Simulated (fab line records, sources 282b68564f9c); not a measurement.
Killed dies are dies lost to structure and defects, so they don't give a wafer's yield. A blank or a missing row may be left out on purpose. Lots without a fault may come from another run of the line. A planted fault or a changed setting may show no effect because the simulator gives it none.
A struck lot beside a sound one | flow rit_cmos | 43 steps out of a route of 202
Sound: wafers L970.3, L970.4, L970.6. Struck: wafers L984.3, L984.4, L984.6. The cause comes at the end.
At each step with rows: each side's tool, then ch and its chambers, then its first start. Under that, the readings that differ: sound wafers | struck wafers | difference of the means | sigmas: that difference in standard deviations of wafers without a fault.
alike: readings whose means differ by less than 2 such deviations, and words and numbers that are the same on both sides. not compared: withheld readings, readings that some wafer has no value for, bounds like >300 that may hide the same value, and numbers for which the record gives no deviation and whose values overlap.
The two part at a step that has a row with sigmas, a row that says differs or no value, or rows on one side only. Numbers that don't overlap but have no deviation are shown without sigmas and don't part them. A reading that every wafer of one side lacks parts them only if that side has two wafers or more.

first, 3 steps without rows for these wafers: RIT_REOX_CLEAN_01 (cleans in dHF, time 30 s); RIT_REOX_CLEAN_02 (cleans in SC2, time 600 s); RIT_REOX_OXIDATION_03 (target thk 25.2 nm, ox time 5580 s).
RIT_REOX_THK_MEAS_04:
  sound on film_metro-03, day 2 23:08; struck on film_metro-01, day 5 22:38
  reading             | sound          | struck         | difference | sigmas
  REOX_OXIDE_THK (nm) | 26.0 25.8 25.4 | 24.5 24.4 24.6 | -1.2       | -3
then, 6 steps without rows for these wafers: RIT_NLDD_HMDS_00 (prime time 60 s); RIT_NLDD_COAT_01 (resist thk 1000 nm); RIT_NLDD_SOFTBAKE_02 (time 60 s); RIT_NLDD_EXPOSE_03 (exposes mask M7, target cd 40700 nm); RIT_NLDD_PEB_04; RIT_NLDD_DEVELOP_05 (develop time 50 s).
RIT_NLDD_OVL_MEAS_06:
  sound on overlay-01, day 3 00:10; struck on overlay-02, day 5 23:47
  alike: NLDD_OVL
then, 1 step without rows for these wafers: RIT_NLDD_HARDBAKE_07 (time 60 s).
RIT_NLDD_IMPLANT_08:
  sound on implanter-04 ch 0, day 3 00:24; struck on implanter-04 ch 0, day 6 00:00
  alike: beam_energy_keV, dose_ions_cm2
RIT_NLDD_STRIP_09: strips in O2, time 180 s.
  sound on plasma_asher-01 ch 0,1, day 3 00:34; struck on plasma_asher-04 ch 0,1, day 6 00:10
  alike: drypump_motor_current_A
  not compared: rf_hours_counter_h
RIT_NLDD_TW_MEAS_10:
  sound on film_metro-02, day 3 00:41; struck on film_metro-04, day 6 00:18
  reading | sound          | struck         | difference | sigmas
  NLDD_TW | 2492 2475 2486 | 2446 2438 2455 | -38        | -2
then, 6 steps without rows for these wafers: RIT_PLDD_HMDS_00 (prime time 60 s); RIT_PLDD_COAT_01 (resist thk 1000 nm); RIT_PLDD_SOFTBAKE_02 (time 60 s); RIT_PLDD_EXPOSE_03 (exposes mask M8, target cd 40900 nm); RIT_PLDD_PEB_04; RIT_PLDD_DEVELOP_05 (develop time 50 s).
RIT_PLDD_OVL_MEAS_06:
  sound on overlay-02, day 3 01:37; struck on overlay-01, day 6 01:12
  alike: PLDD_OVL
then, 2 steps without rows for these wafers: RIT_PLDD_HARDBAKE_07 (time 60 s); RIT_PLDD_IMPLANT_08.
RIT_PLDD_STRIP_09: strips in O2, time 180 s.
  sound on plasma_asher-03 ch 0,1, day 3 02:01; struck on plasma_asher-02 ch 0,1, day 6 01:35
  alike: drypump_motor_current_A
  not compared: rf_hours_counter_h
RIT_PLDD_TW_MEAS_10:
  sound on film_metro-04, day 3 02:09; struck on film_metro-03, day 6 01:43
  alike: PLDD_TW
then, 4 steps without rows for these wafers: RIT_SPACER_CLEAN_00 (cleans in SC1, time 600 s); RIT_SPACER_CLEAN_01 (cleans in dHF, time 28.53 s); RIT_SPACER_CLEAN_02 (cleans in SC2, time 600 s); RIT_SPACER_CVD_03 (deposits Si3N4 from SiH2Cl2/NH3, target thk 250 nm, time 3300 s).
RIT_SPACER_THK_MEAS_04:
  sound on film_metro-02, day 3 05:27; struck on film_metro-02, day 6 05:01
  reading                 | sound             | struck            | difference | sigmas
  SPACER_NITRIDE_THK (nm) | 255.3 256.4 254.7 | 249.6 250.0 249.9 | -5.6       | -2
RIT_SPACER_ETCHBACK_05: etches Si3N4 in SF6/CHF3, stops on SiO2, target depth 250 nm, time 240 s.
  sound on rie_diel-02 ch 2,3, day 3 05:29; struck on rie_diel-04 ch 0,3, day 6 05:08
  reading               | sound             | struck            | difference | sigmas
  oes_product_au (a.u.) | 0.864 0.862 0.865 | 0.831 0.831 0.832 | -0.032     | -2
  alike: drypump_motor_current_A, throttle_valve_pct
  not compared: rf_hours_counter_h
then, 6 steps without rows for these wafers: RIT_NSD_HMDS_00 (prime time 60 s); RIT_NSD_COAT_01 (resist thk 1000 nm); RIT_NSD_SOFTBAKE_02 (time 60 s); RIT_NSD_EXPOSE_03 (exposes mask M9, target cd 40700 nm); RIT_NSD_PEB_04; RIT_NSD_DEVELOP_05 (develop time 50 s).
RIT_NSD_OVL_MEAS_06:
  sound on overlay-02, day 3 06:30; struck on overlay-02, day 6 06:09
  alike: NSD_OVL
then, 2 steps without rows for these wafers: RIT_NSD_HARDBAKE_07 (time 60 s); RIT_NSD_IMPLANT_08.
RIT_NSD_STRIP_09: strips in O2, time 180 s.
  sound on plasma_asher-01 ch 0,1, day 3 06:53; struck on plasma_asher-03 ch 0,1, day 6 06:32
  reading                     | sound       | struck      | difference | sigmas
  drypump_motor_current_A (A) | 5.7 5.2 5.2 | 6.7 6.4 6.4 | +1.1       | +2
  not compared: rf_hours_counter_h
RIT_M1_PROBE_99:
  sound on prober-02, day 3 16:23; struck on prober-02, day 6 16:32
  reading                          | sound             | struck           | difference | sigmas
  model.etest.nldd.rs_ohm_sq_range | 16.03 7.344 13.05 | 29.91 29.5 23.29 | +15.43     |
  alike: killed_at_front_end, killed_dies, killed_open, killed_short

WHERE THEY PART
First at RIT_REOX_THK_MEAS_04; last, within this record, at RIT_NSD_STRIP_09. Later steps at which nothing parts them and some readings are alike: RIT_M1_PROBE_99.

WHY: what the simulator had put in
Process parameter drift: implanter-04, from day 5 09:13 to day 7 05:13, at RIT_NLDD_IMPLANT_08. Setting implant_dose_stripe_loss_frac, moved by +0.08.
